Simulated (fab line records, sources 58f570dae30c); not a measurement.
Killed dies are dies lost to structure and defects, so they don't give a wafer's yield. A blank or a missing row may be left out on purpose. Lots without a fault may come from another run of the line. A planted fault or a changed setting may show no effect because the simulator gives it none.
One fault seen from 2 desks | flow berkeley_cmos170 | each desk has only its own numbers; what lay behind them comes last

THE TOOL OWNER'S DESK: rie_diel-01
The tool's own readings at UCB170_V1_ETCH_14 (etches SiO2 in CHF3/CF4/Ar, stops on Al, target depth 1250 nm, time 291 s): means of the sampled wafers that have a number, for each lot that ran on this tool. A lot is out of limits, marked OUT, if its mean lies more than 4 standard deviations from the usual mean; the brackets give that distance.
Columns: A = drypump_motor_current_A at UCB170_V1_ETCH_14, usual 5.8 A; B = mfc_ar_sccm at UCB170_V1_ETCH_14, usual 150.0 sccm; C = oes_product_au at UCB170_V1_ETCH_14, usual 0.870 a.u.; D = throttle_valve_pct at UCB170_V1_ETCH_14, usual 6.95 %
lot  | first seen here | A   | B     | C     | D
L555 | day 8 18:05     | 5.6 | 149.6 | 0.870 | 7.02
L557 | day 9 16:23     | 6.1 | 150.1 | 0.874 | 6.92
This desk's finding: nothing out of limits on any of the 2 lots.

THE METROLOGY DESK
What the gauges read, lot by lot, whatever tool the lot ran on: means of the sampled wafers that have a number. A lot is out of limits, marked OUT, if its mean lies more than 4 standard deviations from the usual mean; the brackets give that distance. Of its 13 readings 7 are shown: those that lie furthest out on some lot.
Columns: A = V1_POLISHED_THK at UCB170_V1_THK_MEAS_04, usual 999.8 nm; B = cd_nm at UCB170_V1_CD_MEAS_12, usual 699.7 nm; C = V1_OVL at UCB170_V1_OVL_MEAS_13, usual 3 nm; D = cd_nm at UCB170_V1_CD_MEAS_90, usual 700.2 nm; E = cd_nm at UCB170_M2_CD_MEAS_15, usual 699.6 nm; F = cd_nm at UCB170_M2_CD_MEAS_90, usual 701 nm; G = V2_TEOS_THK at UCB170_V2_THK_MEAS_01, usual 2008 nm
lot  | first seen here | A      | B     | C  | D     | E     | F   | G
L555 | day 8 14:40     | 1000.9 | 699.6 | 6  | 699.8 | 698.1 | 696 | 2008
L553 | day 8 14:41     | 998.5  | 699.4 | 5  | 699.3 | 701.0 | 705 | 2028
L557 | day 9 14:41     | 1000.3 | 699.4 | 1  | 699.9 | 698.5 | 705 | 1994
L569 | day 12 00:56    | 999.4  | 701.6 | -5 | 702.7 | 700.7 | 702 | 2065
L576 | day 14 00:37    | 1000.0 | 699.1 | 6  | 698.3 | 700.2 | 703 | 2031
This desk's finding: nothing out of limits on any of the 5 lots.

PUT TOGETHER
The tool owner's desk saw nothing out of limits.
The metrology desk saw nothing out of limits.

WHAT THE SIMULATOR HAD PUT IN
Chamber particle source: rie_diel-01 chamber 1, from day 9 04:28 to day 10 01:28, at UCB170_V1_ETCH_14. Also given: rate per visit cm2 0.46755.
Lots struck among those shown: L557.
